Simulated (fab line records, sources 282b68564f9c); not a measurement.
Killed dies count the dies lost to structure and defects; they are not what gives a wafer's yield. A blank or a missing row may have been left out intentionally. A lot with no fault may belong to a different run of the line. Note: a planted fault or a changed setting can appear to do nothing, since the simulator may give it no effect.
Problem report, 8D (eight disciplines) form, completed by code | flow rit-cmos | the parts of the form that need people (team, actions taken, sign-off) are left out

1. PROBLEM STATEMENT
beam-energy-keV at RIT_NRETRO_IMPLANT_08 reads a mean of 68.239 on 6 wafers of 2 lots; wafers without a fault read 69.993 with a standard deviation of 0.021. That is -84 standard deviations from the usual mean.
Earliest sighting: wafer L490.3 on implanter-03 at day 4 08:05. Wafers with a number at this step in the record: 42, from 14 lots. Rule for "out" (also "out of limits"): further than 4 standard deviations from the usual mean. All remaining wafers that have a number are taken as sound.

2. WHAT IT IS, AND WHAT IT ISN'T
question                    | is                     | is not
which readings at this step | beam-energy-keV        | faraday-current-uA, tilt-deg
which lots                  | L490, L491             | L481, L482, L485, L488, L489, L495, L496, L499, L500, L501, L502, L503
which wafers of those lots  | all that have a number | -
read on which tools         | implanter-03           | implanter-02, implanter-04
when                        | from day 4 08:05       | up to then (15 sound wafers); but 21 sound wafers of L495, L496, L499, L500, L501, L502, L503 came after

3. WHAT RULES OUT EACH SUSPECT
Counting: a tool stays on the suspect list if, at a process step up to the reading, it processed all lots that are out and no sound lot following the first of them.
- implanter-03 at RIT_NRETRO_IMPLANT_08: kept. Every lot that is out went through it, starting with L490 (day 4 08:05), and after that it ran no sound lot; the last sound lot it ran before then is L489 (day 4 03:26). Its own readings are out on those wafers: beam-energy-keV.
After counting, what remains is implanter-03 at RIT_NRETRO_IMPLANT_08.

4. THE CAUSE (what the simulator had put in)
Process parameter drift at RIT_NRETRO_IMPLANT_08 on implanter-03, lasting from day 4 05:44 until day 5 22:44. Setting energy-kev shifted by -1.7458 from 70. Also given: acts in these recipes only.
After counting, this tool was the only one left.

5. THE CHAIN OF EFFECTS, in route order
Each row: a reading whose mean over the struck wafers that have a number lies more than 3 standard deviations from the usual. Scope: only readings with a usual standard deviation given in the record; hours: median across lots of the time from each lot's start at the first step in this table that gives one to its start at this step; sigmas: change in usual standard deviations.
hours | step                  | reading         | usual  | on struck wafers | change | sigmas
0     | RIT_NRETRO_IMPLANT_08 | beam-energy-keV | 69.993 | 68.239           | -1.754 | -84
Process steps it contains:
- RIT_NRETRO_IMPLANT_08
Later measuring or inspecting steps at which every struck wafer that the step has a row for has a number for every such reading, and none has moved that far: RIT_NSD_TW_MEAS_10, RIT_CONTACT_OVL_MEAS_09.

6. WHAT WOULD HAVE CAUGHT IT SOONER
First out-of-limits reading in this record: day 4 08:05, which is 2 hours after fault onset at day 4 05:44.
